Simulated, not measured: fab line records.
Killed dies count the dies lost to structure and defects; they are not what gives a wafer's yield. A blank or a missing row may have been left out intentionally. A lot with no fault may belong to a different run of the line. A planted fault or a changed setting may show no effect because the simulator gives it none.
fab line records	flow berkeley-cmos170
record: lots: 15	wafers: 45	last-day: 11
route steps=331 shown NWELL@24 GATE@134 V1@268 M3@316
lots with no fault: from the same line, run without faults
start-h: the number of hours between the record's first day and the start of the first shown wafer of the lot	wait-h: hours from the lot's prior step to this one	" same as the row above	L1.1+2: a single row standing in for several wafers	- no value, or no start given	* or withheld: withheld	< > ~ a bound
route shown NAME@n: names a module that has steps shown in the file, with the first one's number in the route	usual: mean/standard deviation of fault-free wafers	same: alike in all rows	chamber/n: place in a boat	sites: the reading at each site	_std_site: standard deviation of those values	_edge_site: the outer-site mean with the inner-site mean subtracted	radius-mm: for every site, how far away it sits from the centre of the wafer	mask NAME#n: copy n	behind: tool/chamber where the wafer was last shaped	hold: the reason the lot was held/the length of the hold in hours/how it ended	device: whichever transistor did not switch (one of n, p or np)	end of line: tests run on the same wafers once the route is complete	step lacking rows: just its recipe	killed: not the wafer's yield, but the dies lost to structure and defects at the first sort	map: shows each die of a wafer: x if killed, . if not, _ if none is there
set.NAME: setting as actually run; set.NAME@STEP: the setting as run at that earlier step	model.NAME: the simulator's own value behind a step, which no gauge read
route steps across a sampled set of lots; one table per step, one row per wafer
services: a tool's chamber out of use, with start hour (start-h, from the record's first day; less than 0 if before it), hours out, and reason
== steps ==
step: UCB170_NWELL_PEB_10
recipe: peb-temp-c: 130	peb-time-s: withheld	resist: KrF
usual: plate-sensor-t-centre-C: 131.41/0.01	plate-sensor-t-edge-C: 131.53/0.01
lot.wafer	tool	chamber	start-h	wait-h	plate-sensor-t-centre-C	plate-sensor-t-edge-C
L421.2	litho-track-01	0	32.85	0.2	131.41	131.53
L421.3	"	0	"	"	131.39	131.51
L421.6	"	0	"	"	131.43	131.51
L422.1	litho-track-03	0	38.54	0.1	131.43	131.52
L422.2	"	0	"	"	131.41	131.54
L422.3	"	0	"	"	131.41	131.52
L423.1	litho-track-01	0	38.66	0.1	131.4	131.53
L423.4	"	0	"	"	131.41	131.51
L423.6	"	0	"	"	131.41	131.53
L424.3	litho-track-02	0	45.13	0.1	131.39	131.53
L424.5	"	0	"	"	131.41	131.52
L424.6	"	0	"	"	131.43	131.52
L425.1	litho-track-03	0	52.98	0.4	131.38	131.54
L425.4	"	0	"	"	131.41	131.53
L425.5	"	0	"	"	131.42	131.53
L426.1	litho-track-01	0	53.38	0.4	131.39	131.53
L426.2	"	0	"	"	131.41	131.52
L426.5	"	0	"	"	131.43	131.53
L428.3	litho-track-03	0	62.28	0.9	131.41	131.53
L428.4	"	0	"	"	131.4	131.52
L428.5	"	0	"	"	131.39	131.54
L429.1	litho-track-01	0	66.62	0.1	131.4	131.52
L429.3	"	0	"	"	131.4	131.53
L429.4	"	0	"	"	131.41	131.52
L430.4	litho-track-03	0	73.63	0.1	131.4	131.53
L430.5	"	0	"	"	131.41	131.55
L430.6	"	0	"	"	131.4	131.53
L432.1	litho-track-02	0	85.85	0.7	131.43	131.53
L432.4	"	0	"	"	131.4	131.53
L432.5	"	0	"	"	131.41	131.54
L437.4	litho-track-02	0	115.06	0.3	131.41	131.52
L437.5	"	0	"	"	131.41	131.53
L437.6	"	0	"	"	131.42	131.52
L438.1	litho-track-03	0	119.59	0.1	131.42	131.53
L438.2	"	0	"	"	131.4	131.53
L438.6	"	0	"	"	131.41	131.52
L439.3	litho-track-03	0	128.93	0.4	131.41	131.53
L439.4	"	0	"	"	131.41	131.51
L439.6	"	0	"	"	131.4	131.53
L440.1	litho-track-03	0	129.16	0.3	131.4	131.52
L440.4	"	0	"	"	131.41	131.53
L440.6	"	0	"	"	131.41	131.54
L441.1	litho-track-03	0	134.33	0.4	131.39	131.53
L441.2	"	0	"	"	131.42	131.54
L441.3	"	0	"	"	131.4	131.53
step: UCB170_GATE_SOFTBAKE_08
recipe: resist: KrF	temp-c: 130	time-s: 60
usual: heater-power-total-W: 56.80/0.044	plate-temp-C: 129.99/0.14
lot.wafer	tool	chamber	start-h	wait-h	heater-power-total-W	plate-temp-C
L421.2	litho-track-01	0	115	-	56.80	130.22
L421.3	"	0	"	"	56.78	129.93
L421.6	"	0	116	-	56.73	130.09
L423.1	litho-track-04	0	130	-	56.79	130.01
L423.4	"	0	"	"	56.81	129.88
L423.6	"	0	"	"	56.77	129.93
L422.1	litho-track-03	0	130	-	56.78	130.17
L422.2	"	0	"	"	56.81	130.17
L422.3	"	0	"	"	56.80	130.19
L424.3	litho-track-03	0	139	-	56.74	130.04
L424.5	"	0	"	"	56.73	129.79
L424.6	"	0	"	"	56.73	129.95
L425.1	litho-track-01	0	141	-	56.82	129.97
L425.4	"	0	"	"	56.79	129.89
L425.5	"	0	"	"	56.92	130.12
L426.1	litho-track-03	0	141	-	56.85	130.10
L426.2	"	0	"	"	56.81	130.03
L426.5	"	0	"	"	56.84	129.74
L428.3	litho-track-03	0	153	-	56.82	130.14
L428.4	"	0	"	"	56.74	129.97
L428.5	"	0	"	"	56.81	130.14
L429.1	litho-track-01	0	157	-	65.58	145.10
L429.3	"	0	"	"	65.53	145.22
L429.4	"	0	"	"	65.50	145.20
L430.4	litho-track-01	0	161	-	65.58	145.16
L430.5	"	0	"	"	65.49	144.87
L430.6	"	0	"	"	65.53	145.14
L432.1	litho-track-01	0	176	-	65.57	145.03
L432.4	"	0	"	"	65.62	145.17
L432.5	"	0	"	"	65.56	145.24
L438.1	litho-track-04	0	204	-	56.75	130.32
L438.2	"	0	"	"	56.81	130.06
L438.6	"	0	"	"	56.85	130.62
L437.4	litho-track-03	0	204	-	56.82	129.94
L437.5	"	0	"	"	56.82	129.96
L437.6	"	0	"	"	56.81	129.87
L440.1	litho-track-04	0	213	-	56.76	129.90
L440.4	"	0	"	"	56.83	130.01
L440.6	"	0	"	"	56.89	129.94
L439.3	litho-track-03	0	213	-	56.87	129.69
L439.4	"	0	"	"	56.88	130.08
L439.6	"	0	"	"	56.82	129.80
L441.1	litho-track-03	0	221	-	56.72	129.92
L441.2	"	0	"	"	56.79	129.79
L441.3	"	0	"	"	56.85	129.83
step: UCB170_GATE_CD_MEAS_12
recipe: target-cd-nm: 350
usual: cd-nm: 350.0/1.3
lot.wafer	tool	chamber	start-h	wait-h	cd-nm
L421.2	cd-sem-01	-	117.24	-	350.9
L421.3	"	-	"	"	351.0
L421.6	"	-	"	"	350.7
L423.1	cd-sem-02	-	130.88	-	349.6
L423.4	"	-	"	"	350.6
L423.6	"	-	"	"	348.5
L422.1	cd-sem-02	-	131.15	-	350.0
L422.2	"	-	"	"	350.8
L422.3	"	-	"	"	350.5
L424.3	cd-sem-02	-	140.44	-	350.3
L424.5	"	-	"	"	349.6
L424.6	"	-	"	"	351.0
L425.1	cd-sem-02	-	142.12	-	345.7
L425.4	"	-	"	"	345.5
L425.5	"	-	"	"	346.2
L426.1	cd-sem-02	-	142.24	-	350.8
L426.2	"	-	"	"	350.7
L426.5	"	-	"	"	350.2
L428.3	cd-sem-01	-	155.21	-	349.0
L428.4	"	-	"	"	347.8
L428.5	"	-	"	"	349.7
L429.1	cd-sem-02	-	158.12	-	299.2
L429.3	"	-	"	"	300.7
L429.4	"	-	"	"	299.4
L430.4	cd-sem-02	-	162.27	-	299.6
L430.5	"	-	"	"	299.4
L430.6	"	-	"	"	300.1
L432.1	cd-sem-02	-	177.64	-	309.9
L432.4	"	-	"	"	310.9
L432.5	"	-	"	"	309.8
L437.4	cd-sem-01	-	205.54	-	350.8
L437.5	"	-	"	"	349.2
L437.6	"	-	"	"	350.7
L438.1	cd-sem-02	-	205.58	-	352.4
L438.2	"	-	"	"	351.4
L438.6	"	-	"	"	351.1
L440.1	cd-sem-02	-	213.92	-	348.5
L440.4	"	-	"	"	348.3
L440.6	"	-	"	"	349.7
L439.3	cd-sem-01	-	214.16	-	350.7
L439.4	"	-	"	"	350.5
L439.6	"	-	"	"	350.4
L441.1	cd-sem-01	-	222.36	-	351.8
L441.2	"	-	"	"	350.1
L441.3	"	-	"	"	352.1
step: UCB170_V1_ETCH_14
recipe: chemistry: CHF3/CF4/Ar	target: SiO2	stop-on: Al	CHF3_flow_sccm: 45	cf4-flow-sccm: 15	Ar_flow_sccm: 150	pressure-mtorr: 200	rf-w: 700	target-depth-a: 12500	over-etch-frac: 0.25	time-s: 291
usual: drypump-motor-current-A: 5.7/0.45	oes-product-au: 0.872/0.016	rf-fwd-power-W: 698.4/2.2	throttle-valve-pct: 6.98/0.13
lot.wafer	tool	chamber	start-h	wait-h	drypump-motor-current-A	oes-product-au	rf-fwd-power-W	rf-hours-counter-h	throttle-valve-pct
L421.2	rie-diel-02	1	147.44	0.0	6.4	0.871	695.9	151	7.02
L421.3	"	2	"	"	5.4	0.866	701.1	36	7.15
L421.6	"	3	"	"	6.1	0.864	695.9	-	6.96
L423.1	rie-diel-03	0	158.35	0.0	5.0	0.874	700.4	15	6.95
L423.4	"	1	"	"	5.3	0.893	696.6	32	6.74
L423.6	"	3	"	"	6.0	0.850	699.7	-	7.03
L422.1	rie-diel-04	2	158.59	0.0	6.3	0.874	696.8	142	6.92
L422.2	"	0	"	"	5.6	0.900	695.2	37	6.73
L422.3	"	3	"	"	6.0	0.860	698.2	11	6.83
L426.1	rie-diel-04	1	168.35	0.0	5.2	0.895	696.5	80	7.03
L426.2	"	0	"	"	5.6	0.903	698.9	38	6.72
L426.5	"	1	"	"	5.1	0.889	699.0	-	7.01
L425.1	rie-diel-03	1	168.76	0.0	5.3	0.893	694.5	33	6.75
L425.4	"	2	"	"	6.2	0.853	698.6	36	7.02
L425.5	"	2	"	"	6.2	0.861	697.6	-	7.06
L424.3	rie-diel-04	1	168.91	0.0	5.2	0.900	701.0	81	7.04
L424.5	"	0	"	"	5.6	0.891	699.9	-	6.73
L424.6	"	1	"	"	5.2	0.897	697.7	-	7.04
L428.3	rie-diel-02	3	182.77	0.0	6.1	0.854	699.3	115	6.98
L428.4	"	3	"	"	6.0	0.856	697.6	-	6.96
L428.5	"	0	"	"	5.6	0.870	692.7	-	7.17
L429.1	rie-diel-02	3	187.20	0.0	6.0	0.860	701.9	115	6.97
L429.3	"	0	"	"	5.6	0.873	697.7	22	7.18
L429.4	"	0	"	"	5.5	0.870	697.4	-	7.19
L430.4	rie-diel-03	2	190.36	0.1	6.2	0.858	697.2	-	7.04
L430.5	"	1	"	"	5.3	0.892	703.8	-	6.74
L430.6	"	0	"	"	5.0	0.874	695.6	-	6.94
L432.1	rie-diel-03	0	205.37	0.0	5.0	0.884	698.5	17	6.95
L432.4	"	2	"	"	6.2	0.857	697.3	38	7.02
L432.5	"	0	"	"	5.0	0.870	699.4	-	6.93
L437.4	rie-diel-02	0	240.81	0.0	5.5	0.868	698.8	25	7.17
L437.5	"	2	"	"	5.3	0.869	701.5	-	7.13
L437.6	"	1	"	"	6.4	0.896	696.7	-	7.01
L438.1	rie-diel-03	0	241.18	0.0	5.0	0.875	699.8	19	6.94
L438.2	"	2	"	"	6.2	0.859	698.8	39	7.02
L438.6	"	1	"	"	5.3	0.895	698.1	-	6.74
L439.3	rie-diel-03	3	242.47	0.0	6.1	0.860	699.0	43	7.03
L439.4	"	1	"	"	5.3	0.888	698.7	36	6.74
L439.6	"	2	"	"	6.2	0.862	699.0	-	7.01
L440.1	rie-diel-02	3	242.97	0.0	6.1	0.860	694.3	118	6.96
L440.4	"	0	"	"	5.6	0.858	700.3	25	7.16
L440.6	"	2	"	"	5.3	0.858	697.7	-	7.12
L441.1	rie-diel-03	2	255.26	0.0	6.2	0.847	700.7	40	7.02
L441.2	"	0	"	"	5.0	0.872	695.6	20	6.94
L441.3	"	3	"	"	6.0	0.852	696.4	44	7.02
step: UCB170_M3_STRIP_07
recipe: chemistry: O2	power-w: 400	pressure-mtorr: 3500	platen-temp-c: withheld	o2-flow-sccm: 400	overash-fraction: 0.5
usual: drypump-motor-current-A: 5.5/0.44	oes-product-au: 0.734/0.0044	strip-time-to-endpoint-s: 21.98/0.072
lot.wafer	tool	chamber	start-h	wait-h	drypump-motor-current-A	oes-product-au	rf-hours-counter-h	strip-time-to-endpoint-s
L421.2	plasma-asher-01	1	155.58	0.1	5.2	0.732	4	21.93
L421.3	"	0	"	"	5.3	0.733	-	21.90
L421.6	"	1	"	"	5.2	0.723	-	21.88
L423.1	plasma-asher-01	0	165.04	0.1	5.3	0.734	5	22.02
L423.4	"	0	"	"	5.3	0.733	-	22.03
L423.6	"	0	"	"	5.3	0.731	-	22.05
L422.1	plasma-asher-03	1	165.57	0.1	5.0	0.735	40	21.93
L422.2	"	0	"	"	6.3	0.737	40	21.93
L422.3	"	0	"	"	6.3	0.738	-	21.93
L426.1	plasma-asher-03	1	175.32	0.1	5.1	0.729	42	21.90
L426.2	"	0	"	"	6.3	0.735	42	21.98
L426.5	"	0	"	"	6.3	0.738	-	21.96
L425.1	plasma-asher-01	0	175.77	0.1	5.3	0.726	6	21.89
L425.4	"	1	"	"	5.2	0.735	-	21.90
L425.5	"	0	"	"	5.3	0.736	-	21.96
L424.3	plasma-asher-02	1	176.26	0.1	5.4	0.732	-	22.05
L424.5	"	1	"	"	5.4	0.734	-	22.03
L424.6	"	0	"	"	5.7	0.733	-	22.05
L428.3	plasma-asher-01	1	188.80	0.1	5.2	0.739	-	21.97
L428.4	"	0	"	"	5.3	0.735	-	22.04
L428.5	"	1	"	"	5.2	0.740	-	21.99
L429.1	plasma-asher-02	1	194.07	0.1	5.4	0.733	50	22.02
L429.3	"	1	"	"	5.4	0.728	-	22.01
L429.4	"	0	"	"	5.7	0.734	-	22.02
L430.4	plasma-asher-03	1	198.06	0.1	5.0	0.728	-	21.97
L430.5	"	0	"	"	6.3	0.739	-	21.88
L430.6	"	1	"	"	5.0	0.731	-	21.95
L432.1	plasma-asher-01	0	212.67	0.1	5.3	0.742	10	22.13
L432.4	"	0	"	"	5.3	0.743	-	22.12
L432.5	"	1	"	"	5.2	0.735	-	22.13
L438.1	plasma-asher-01	0	248.45	0.1	5.3	0.743	14	21.96
L438.2	"	1	"	"	5.2	0.740	14	22.05
L438.6	"	1	"	"	5.2	0.736	-	22.06
L437.4	plasma-asher-03	1	249.11	0.1	5.1	0.731	-	21.95
L437.5	"	1	"	"	5.0	0.737	-	21.94
L437.6	"	0	"	"	6.3	0.737	-	22.05
L439.3	plasma-asher-01	1	249.44	0.1	5.2	0.734	-	22.01
L439.4	"	0	"	"	5.3	0.739	-	21.94
L439.6	"	1	"	"	5.2	0.733	-	22.04
L440.1	plasma-asher-02	1	250.08	0.1	5.4	0.738	56	21.86
L440.4	"	0	"	"	5.7	0.726	-	21.94
L440.6	"	1	"	"	5.4	0.729	-	21.89
L441.1	plasma-asher-03	1	262.20	0.1	5.1	0.736	52	21.93
L441.2	"	0	"	"	6.3	0.737	52	21.83
L441.3	"	0	"	"	6.3	0.738	-	21.89
== services ==
tool	chamber	start-h	hours	kind
plasma-asher-02	-	9.38	2.6	repair
plasma-asher-02	-	23.60	1.0	repair
rie-diel-04	-	26.77	0.9	repair
plasma-asher-01	-	31.19	9.4	repair
rie-diel-03	-	94.63	2.8	pm
plasma-asher-01	-	108.78	9.0	pm
plasma-asher-01	0	108.78	9.0	vent-cycle
plasma-asher-01	1	108.78	9.0	vent-cycle
rie-diel-02	1	115.61	8.8	repair
plasma-asher-01	0	117.78	-	clean
plasma-asher-01	1	117.78	-	clean
rie-diel-04	2	147.36	1.2	repair
plasma-asher-01	-	165.91	4.3	pm
rie-diel-02	1	179.63	-	clean
rie-diel-02	1	179.63	21.5	scheduled-down
rie-diel-02	1	179.63	21.5	vent-cycle
rie-diel-03	-	182.64	1.0	repair
rie-diel-03	3	185.49	9.0	repair
rie-diel-02	-	186.69	0.1	repair
rie-diel-04	2	211.72	-	clean
rie-diel-04	2	211.72	14.3	scheduled-down
rie-diel-03	2	224.49	6.0	repair
rie-diel-04	-	229.03	28.1	pm
rie-diel-04	1	257.63	6.0	repair
== key ==
first-sign: step: UCB170_GATE_SOFTBAKE_08	reading: heater-power-total-W	direction: up	sigmas: 99+	usual: 56.80	struck: 65.55
effect: step: UCB170_GATE_SOFTBAKE_08	reading: plate-temp-C	direction: up	sigmas: 99+	usual: *	struck: *
effect: step: UCB170_GATE_CD_MEAS_12	reading: cd-nm	direction: down	sigmas: 35	usual: 350.0	struck: 303.2	through: control-loop
met-at UCB170_GATE_SOFTBAKE_08
struck-lots L429,L430,L432
sort-left-out L429.1,L429.3,L429.4,L430.4,L430.5,L430.6,L432.1,L432.4,L432.5
tester-left-out L429,L430,L432
loop-trim: step: UCB170_GATE_EXPOSE_09	setting: dose	lots: L432
not-acting-at UCB170_NWELL_PEB_10,UCB170_V1_ETCH_14,UCB170_M3_STRIP_07
onset-between 141 157
fault: kind: process-parameter-drift	tool: litho-track-01	chamber: -	onset-h: 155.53	steps: UCB170_GATE_SOFTBAKE_08	channel: temp-c	offset: *	shape: step	end-h: 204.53	acts-in: *	stated: *
tester-left-out: of these lots the tester's yield and bins aren't shown, on N5 and GAA mostly nor the transistor test; their killed dies are dies lost to structure and defects alone, not to doping, threshold or leakage, so they don't give the yield
sort-left-out: the simulated sort isn't trusted on such a fault, so these wafers' sort isn't shown, and their yield isn't known
loop-trim: a control loop set the setting to another value than it would have without faults
